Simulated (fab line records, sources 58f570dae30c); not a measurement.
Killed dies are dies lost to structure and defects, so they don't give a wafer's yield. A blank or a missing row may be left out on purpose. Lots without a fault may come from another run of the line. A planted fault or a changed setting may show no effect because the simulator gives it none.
Chamber matching | flow berkeley_cmos170 | UCB170_GATE_WET_ETCH_00 on wet_bench-01: 4 sister chambers
The step etches SiO2 in dHF, time 200 s. 4 wafers are shown with their chamber, then 11 later ones without.

WAFERS WITH THEIR CHAMBER
wafer  | chamber | bath_heat_duty_pct (%)
L555.6 | 3       | 5.6
L556.6 | 2       | 6.0
L568.4 | 1       | 7.9
L569.1 | 0       | 4.9

WAFERS WITHOUT THEIR CHAMBER
wafer  | bath_heat_duty_pct (%)
L569.2 | 4.7
L569.5 | 5.5
L570.1 | 4.0
L570.2 | 4.9
L570.3 | 5.5
L571.4 | 5.9
L571.5 | 5.6
L571.6 | 6.7
L572.2 | 6.3
L572.4 | 6.2
L572.6 | 6.3

WHICH CHAMBER EACH WENT THROUGH
wafer  | from the rows above          | in truth
L569.2 | can't be placed: 0 or 3      | 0
L569.5 | can't be placed: 3 or 2 or 0 | 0
L570.1 | can't be placed: 0 or 3      | 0
L570.2 | can't be placed: 0 or 3      | 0
L570.3 | can't be placed: 3 or 2 or 0 | 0
L571.4 | can't be placed: 2 or 3      | 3
L571.5 | can't be placed: 3 or 2 or 0 | 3
L571.6 | can't be placed: 2 or 3 or 1 | 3
L572.2 | can't be placed: 2 or 3      | 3
L572.4 | can't be placed: 2 or 3      | 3
L572.6 | can't be placed: 2 or 3      | 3
Placed correctly: 0 of 11. Can't be placed from these rows: 11 (the true chamber is among the candidates in 11). Placed wrongly: 0.
How it was worked out, from the rows above alone: a wafer's distance from a chamber is the root of the sum, over the readings, of the square of ((its reading less the chamber's mean) divided by the reading's scatter). The wafer belongs to the nearest chamber; if the next one is less than 2 further off, it can't be placed. A chamber's mean is the mean of its shown wafers. The scatter: with one shown wafer a chamber, the root of the mean of the squares of how far each hidden wafer lies from its nearest shown one.
